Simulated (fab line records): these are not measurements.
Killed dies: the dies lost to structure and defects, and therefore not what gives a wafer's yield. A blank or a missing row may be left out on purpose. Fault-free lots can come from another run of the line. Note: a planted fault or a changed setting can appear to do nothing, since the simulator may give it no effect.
Which of the tools did it? || flow rit cmos || 15 lots, 45 wafers sampled, at 2 steps of a route of 202

WHAT THE GAUGES SHOWED, per wafer
RIT_GATE_CD_MEAS_90 targets a cd of 150 nm. Usual: cd nm at 150.4 nm, with a standard deviation of 2.8.
{"lot": "L934", "measured": "day 2 13:13", "on": "cd sem-02", "cd nm (nm)": "149.7 149.6 150.2", "flag": ""}
{"lot": "L935", "measured": "day 2 18:59", "on": "cd sem-01", "cd nm (nm)": "155.0 152.7 151.8", "flag": ""}
{"lot": "L936", "measured": "day 3 02:06", "on": "cd sem-02", "cd nm (nm)": "149.8 149.5 150.8", "flag": ""}
{"lot": "L938", "measured": "day 3 10:27", "on": "cd sem-02", "cd nm (nm)": "149.1 149.2 149.0", "flag": ""}
{"lot": "L940", "measured": "day 3 22:11", "on": "cd sem-02", "cd nm (nm)": "152.4 151.4 150.4", "flag": ""}
{"lot": "L941", "measured": "day 4 04:44", "on": "cd sem-01", "cd nm (nm)": "152.1 152.3 149.4", "flag": ""}
{"lot": "L942", "measured": "day 4 06:16", "on": "cd sem-02", "cd nm (nm)": "152.6 153.5 155.2", "flag": ""}
{"lot": "L943", "measured": "day 4 09:49", "on": "cd sem-01", "cd nm (nm)": "142.5 144.0 143.7", "flag": ""}
{"lot": "L944", "measured": "day 4 17:19", "on": "cd sem-01", "cd nm (nm)": "148.6 148.2 149.3", "flag": ""}
{"lot": "L945", "measured": "day 4 21:14", "on": "cd sem-02", "cd nm (nm)": "156.1 155.1 154.0", "flag": ""}
{"lot": "L946", "measured": "day 5 00:38", "on": "cd sem-01", "cd nm (nm)": "151.9 152.8 151.7", "flag": ""}
{"lot": "L954", "measured": "day 6 19:46", "on": "cd sem-02", "cd nm (nm)": "- - -", "flag": "OFF"}
{"lot": "L955", "measured": "day 6 22:22", "on": "cd sem-02", "cd nm (nm)": "- - -", "flag": "OFF"}
{"lot": "L956", "measured": "day 7 03:31", "on": "cd sem-02", "cd nm (nm)": "- - -", "flag": "OFF"}
{"lot": "L957", "measured": "day 7 07:57", "on": "cd sem-02", "cd nm (nm)": "150.6 150.4 149.7", "flag": ""}

EACH LOT AND THE TOOL THAT RAN IT (in order: tool; ch and the chambers of the sampled wafers; start)
{"lot": "L934", "RIT_GATE_ETCH_19": "rie si-02 ch 0,1,3, day 2 12:53"}
{"lot": "L935", "RIT_GATE_ETCH_19": "rie si-01 ch 0,1,2, day 2 18:43"}
{"lot": "L936", "RIT_GATE_ETCH_19": "rie si-02 ch 0,1,3, day 3 01:47"}
{"lot": "L938", "RIT_GATE_ETCH_19": "rie si-02 ch 0,1, day 3 10:10"}
{"lot": "L940", "RIT_GATE_ETCH_19": "rie si-02 ch 0,3, day 3 21:53"}
{"lot": "L941", "RIT_GATE_ETCH_19": "rie si-01 ch 0,1, day 4 04:27"}
{"lot": "L942", "RIT_GATE_ETCH_19": "rie si-02 ch 1,2, day 4 05:56"}
{"lot": "L943", "RIT_GATE_ETCH_19": "rie si-01 ch 0,1,2, day 4 09:29"}
{"lot": "L944", "RIT_GATE_ETCH_19": "rie si-02 ch 0,2,3, day 4 17:02"}
{"lot": "L945", "RIT_GATE_ETCH_19": "rie si-01 ch 0,2,3, day 4 20:56"}
{"lot": "L946", "RIT_GATE_ETCH_19": "rie si-02 ch 1,3, day 5 00:20"}
{"lot": "L954", "RIT_GATE_ETCH_19": "rie si-02 ch 0,1,3, day 6 19:29"}
{"lot": "L955", "RIT_GATE_ETCH_19": "rie si-01 ch 0,1,3, day 6 22:02"}
{"lot": "L956", "RIT_GATE_ETCH_19": "rie si-02 ch 2,3, day 7 03:10"}
{"lot": "L957", "RIT_GATE_ETCH_19": "rie si-01 ch 2,3, day 7 07:38"}
- RIT_GATE_ETCH_19: etches poly-Si in SF6/CHF3/O2, stops on SiO2, time 165 s, target depth 312.5 nm.

WHAT THE TOOLS THEMSELVES READ (means of the sampled wafers that have a number; where no wafer has one, the mark that the record gives instead)
RIT_GATE_ETCH_19. Usual: CHF3_flow_sccm 30.00 sccm, standard deviation 0.077; O2_flow_sccm 5.000 sccm, standard deviation 0.015; drypump motor current A 5.4 A, standard deviation 0.43; oes product au 0.859 a.u., standard deviation 0.0098; throttle valve pct 10.25 %, standard deviation 0.12.
{"lot": "L934", "tool": "rie si-02", "CHF3_flow_sccm (sccm)": 30.07, "O2_flow_sccm (sccm)": 5.005, "drypump motor current A (A)": 5.2, "oes product au (a.u.)": 0.855, "throttle valve pct (%)": 10.23, "flag": ""}
{"lot": "L935", "tool": "rie si-01", "CHF3_flow_sccm (sccm)": 29.96, "O2_flow_sccm (sccm)": 4.998, "drypump motor current A (A)": 5.4, "oes product au (a.u.)": 0.867, "throttle valve pct (%)": 10.27, "flag": ""}
{"lot": "L936", "tool": "rie si-02", "CHF3_flow_sccm (sccm)": 30.06, "O2_flow_sccm (sccm)": 5.018, "drypump motor current A (A)": 5.2, "oes product au (a.u.)": 0.859, "throttle valve pct (%)": 10.22, "flag": ""}
{"lot": "L938", "tool": "rie si-02", "CHF3_flow_sccm (sccm)": 29.97, "O2_flow_sccm (sccm)": 4.997, "drypump motor current A (A)": 5.6, "oes product au (a.u.)": 0.854, "throttle valve pct (%)": 10.16, "flag": ""}
{"lot": "L940", "tool": "rie si-02", "CHF3_flow_sccm (sccm)": 29.97, "O2_flow_sccm (sccm)": 5.001, "drypump motor current A (A)": 5.1, "oes product au (a.u.)": 0.859, "throttle valve pct (%)": 10.16, "flag": ""}
{"lot": "L941", "tool": "rie si-01", "CHF3_flow_sccm (sccm)": 30.04, "O2_flow_sccm (sccm)": 4.994, "drypump motor current A (A)": 5.5, "oes product au (a.u.)": 0.876, "throttle valve pct (%)": 10.27, "flag": ""}
{"lot": "L942", "tool": "rie si-02", "CHF3_flow_sccm (sccm)": 29.99, "O2_flow_sccm (sccm)": 4.992, "drypump motor current A (A)": 5.5, "oes product au (a.u.)": 0.863, "throttle valve pct (%)": 10.41, "flag": ""}
{"lot": "L943", "tool": "rie si-01", "CHF3_flow_sccm (sccm)": 29.92, "O2_flow_sccm (sccm)": 4.993, "drypump motor current A (A)": 5.4, "oes product au (a.u.)": 0.858, "throttle valve pct (%)": 10.26, "flag": ""}
{"lot": "L944", "tool": "rie si-02", "CHF3_flow_sccm (sccm)": 30.01, "O2_flow_sccm (sccm)": 5.004, "drypump motor current A (A)": 5.4, "oes product au (a.u.)": 0.854, "throttle valve pct (%)": 10.20, "flag": ""}
{"lot": "L945", "tool": "rie si-01", "CHF3_flow_sccm (sccm)": 30.01, "O2_flow_sccm (sccm)": 5.006, "drypump motor current A (A)": 5.6, "oes product au (a.u.)": 0.852, "throttle valve pct (%)": 10.22, "flag": ""}
{"lot": "L946", "tool": "rie si-02", "CHF3_flow_sccm (sccm)": 29.98, "O2_flow_sccm (sccm)": 5.009, "drypump motor current A (A)": 5.0, "oes product au (a.u.)": 0.861, "throttle valve pct (%)": 10.36, "flag": ""}
{"lot": "L954", "tool": "rie si-02", "CHF3_flow_sccm (sccm)": "-", "O2_flow_sccm (sccm)": "-", "drypump motor current A (A)": "-", "oes product au (a.u.)": "-", "throttle valve pct (%)": "-", "flag": "OFF"}
{"lot": "L955", "tool": "rie si-01", "CHF3_flow_sccm (sccm)": "-", "O2_flow_sccm (sccm)": "-", "drypump motor current A (A)": "-", "oes product au (a.u.)": "-", "throttle valve pct (%)": "-", "flag": "OFF"}
{"lot": "L956", "tool": "rie si-02", "CHF3_flow_sccm (sccm)": "-", "O2_flow_sccm (sccm)": "-", "drypump motor current A (A)": "-", "oes product au (a.u.)": "-", "throttle valve pct (%)": "-", "flag": "OFF"}
{"lot": "L957", "tool": "rie si-01", "CHF3_flow_sccm (sccm)": 30.04, "O2_flow_sccm (sccm)": 4.987, "drypump motor current A (A)": 5.8, "oes product au (a.u.)": 0.851, "throttle valve pct (%)": 10.17, "flag": ""}

THE ANSWER, worked out from the rows above alone
Rule: a lot counts as off when the mean over its wafers that have a number is more than 3 standard deviations away from the usual mean. A lot without any number at a reading at which 4 lots or more have one is off too. Where the step has rows for the other lots, those lots are counted as sound. The gauges are gone through in route order, then the tools' own readings, and for those a lot's mean is taken as printed above. At the first step where some lot is off, the reading lying furthest off is the one used; lots without a number count as furthest.
Off: L954, L955, L956, at RIT_GATE_CD_MEAS_90 (cd nm). Without a number there: L954, L955, L956.
If a tool, at a process step before that reading, ran all the lots that are off and no sound lot after the first of them, it fits. Not tried: the gauges at RIT_GATE_CD_MEAS_90; whatever is off there is also off at RIT_GATE_ETCH_19, on other tools, and gauge error can't account for it. Not one of the candidates tried fits.

WHAT HAD BEEN PUT IN BY THE SIMULATOR
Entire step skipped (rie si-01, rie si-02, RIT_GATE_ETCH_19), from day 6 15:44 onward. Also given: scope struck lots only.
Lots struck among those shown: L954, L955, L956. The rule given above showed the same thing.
